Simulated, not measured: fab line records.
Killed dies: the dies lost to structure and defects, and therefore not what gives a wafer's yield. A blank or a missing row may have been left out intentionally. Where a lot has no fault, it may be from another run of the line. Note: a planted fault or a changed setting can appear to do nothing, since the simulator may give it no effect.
A lot that was struck, set against a sound lot || flow rit cmos || 14 steps out of a route of 202
Sound: these wafers, L355.4, L355.5, L355.6. Struck: wafers L344.1, L344.4, L344.5. The cause is given at the end.
Order at every step that has rows: each side's tool, ch and its chambers, its first start. Under that, the readings that differ: sound wafers || struck wafers || difference of the means || sigmas: that difference in standard deviations of wafers without a fault.
alike: a reading whose means differ by less than 2 such deviations, as well as words and numbers matching on both sides. not compared: withheld readings; readings where some wafer has no value; bounds like >300 that might hide an equal value; numbers whose values overlap and for which the record gives no deviation.
Wherever a step has rows on one side only, a row that says differs or no value, or a row with sigmas, the two part there. Numbers that don't overlap but have no deviation are shown without sigmas and don't part them. A reading that every wafer of one side lacks parts them only if that side has two wafers or more.

first, 4 steps without rows for these wafers: RIT_NLDD_SOFTBAKE_02 (time 60 s); RIT_NLDD_EXPOSE_03 (exposes mask M7, target cd 40700 nm); RIT_NLDD_PEB_04; RIT_NLDD_DEVELOP_05 (develop time 50 s).
RIT_NLDD_OVL_MEAS_06:
  sound: overlay-02 at day 5 14:14; struck: overlay-02 at day 3 09:35
  alike: NLDD_OVL
then, 2 steps without rows for these wafers: RIT_NLDD_HARDBAKE_07 (time 60 s); RIT_NLDD_IMPLANT_08.
RIT_NLDD_STRIP_09: strips in O2, time 180 s.
  sound on plasma asher-01 ch 0,1, day 5 14:37; struck on plasma asher-01 ch 0, day 3 09:55
  alike: drypump motor current A
  not compared: rf hours counter h
RIT_NLDD_TW_MEAS_10:
  sound: film metro-04 at day 5 14:45; struck: film metro-02 at day 3 10:05
  alike: NLDD_TW
then, 3 steps without rows for these wafers: RIT_PLDD_HMDS_00 (prime time 60 s); RIT_PLDD_COAT_01 (resist thk 1000 nm); RIT_PLDD_SOFTBAKE_02 (time 60 s).
RIT_PLDD_EXPOSE_03: exposes mask M8, target cd 40900 nm.
  struck on iline stepper-02, day 3 10:44; sound on iline stepper-01 ch 0, day 5 15:25
  no value came back on the struck wafers for exposure dose mJ cm2, focus offset nm (nm); on the sound wafers exposure dose mJ cm2 reads 250.24 250.00 249.94
  alike: mask
following that, these wafers have no rows for 1 step: RIT_PLDD_PEB_04.

## WHERE THEY PART
At RIT_PLDD_EXPOSE_03 and nowhere else, as far as this record goes.

WHY: the cause the simulator had injected
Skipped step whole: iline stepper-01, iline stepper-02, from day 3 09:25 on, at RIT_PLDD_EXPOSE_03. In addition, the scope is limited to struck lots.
